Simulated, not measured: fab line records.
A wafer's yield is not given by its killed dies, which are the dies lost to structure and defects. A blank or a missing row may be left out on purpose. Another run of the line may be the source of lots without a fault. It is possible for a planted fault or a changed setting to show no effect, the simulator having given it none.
A lot that was struck, set against a sound lot	flow rit cmos	15 steps out of a route of 202
Sound: wafers L588.2, L588.4, L588.6. Wafers struck: L601.3, L601.4, L601.5. The cause is named last.
At each step with rows: each side's tool, then ch and its chambers, then its first start. Under that, the readings that differ: sound wafers	struck wafers	difference of the means	sigmas: that difference in standard deviations of wafers without a fault.
alike: same words and numbers on both sides, and readings whose means sit less than 2 such deviations apart. not compared: any withheld reading, any reading some wafer has no value for, any bound like >300 that may hide the same value, and any number with overlapping values for which the record gives no deviation.
The two part at a step that has a row with sigmas, a row that says differs or no value, or rows on one side only. Non-overlapping numbers with no deviation appear without sigmas and do not part them. A reading that every wafer of one side lacks parts them only if that side has two wafers or more.

RIT_PWELL_TW_MEAS_10:
  struck on film metro-01, day 4 16:47; sound on film metro-03, day 2 02:03
reading	sound	struck	difference	sigmas
PWELL_TW	938 941 937	957 958 956	+18	+2
then, 1 step without rows for these wafers: RIT_WELLDRIVE_ANNEAL_00 (time 14700 s).
RIT_WELLDRIVE_RS_MEAS_01: a four-point-probe measurement.
  struck on film metro-01, day 4 21:58; sound on film metro-04, day 2 08:09
  alike: NWELL_RS
RIT_WELLDRIVE_RS_MEAS_02: a four-point-probe measurement.
  struck on film metro-01, day 4 22:05; sound on film metro-04, day 2 08:16
  alike: PWELL_RS
then, 6 steps without rows for these wafers: RIT_NRETRO_HMDS_00 (prime time 60 s); RIT_NRETRO_COAT_01 (resist thk 1300 nm); RIT_NRETRO_SOFTBAKE_02 (time 60 s); RIT_NRETRO_EXPOSE_03 (exposes mask M4, target cd 43900 nm); RIT_NRETRO_PEB_04; RIT_NRETRO_DEVELOP_05 (develop time 68 s).
RIT_NRETRO_OVL_MEAS_06:
  struck on overlay-02, day 4 23:03; sound on overlay-02, day 2 09:16
reading	sound	struck	difference	sigmas
NRETRO_OVL (nm)	2.0 -0.6 1.7	-2.8 -2.1 -1.3	-3.1	-2
then, 1 step without rows for these wafers: RIT_NRETRO_HARDBAKE_07 (time 120 s).
RIT_NRETRO_IMPLANT_08:
  sound on implanter-04 ch 0, day 2 09:34; struck on implanter-04 ch 0, day 4 23:22
reading	sound	struck	difference	sigmas
beam energy keV	70.001 70.000 70.009	71.549 71.518 71.503	+1.520	+72
model.implant.drp nm (nm)	33.94 33.94 33.94	34.55 34.55 34.55	+0.61	
RIT_NRETRO_STRIP_09: strips in O2, time 180 s.
  sound on plasma asher-04 ch 0,1, day 2 09:41; struck on plasma asher-03 ch 0,1, day 4 23:32
  alike: drypump motor current A, rf refl power W
  not compared: rf hours counter h
RIT_M1_PROBE_99:
  struck on prober-01, day 6 03:46; sound on prober-01, day 3 13:00
  alike: killed at contacts, killed at front end, killed dies, killed open, killed short

## WHERE THEY PART
Earliest at RIT_PWELL_TW_MEAS_10; latest, in this record, at RIT_NRETRO_IMPLANT_08. Later steps at which nothing parts them and some readings are alike: RIT_NRETRO_STRIP_09, RIT_M1_PROBE_99.

WHY: the cause the simulator had injected
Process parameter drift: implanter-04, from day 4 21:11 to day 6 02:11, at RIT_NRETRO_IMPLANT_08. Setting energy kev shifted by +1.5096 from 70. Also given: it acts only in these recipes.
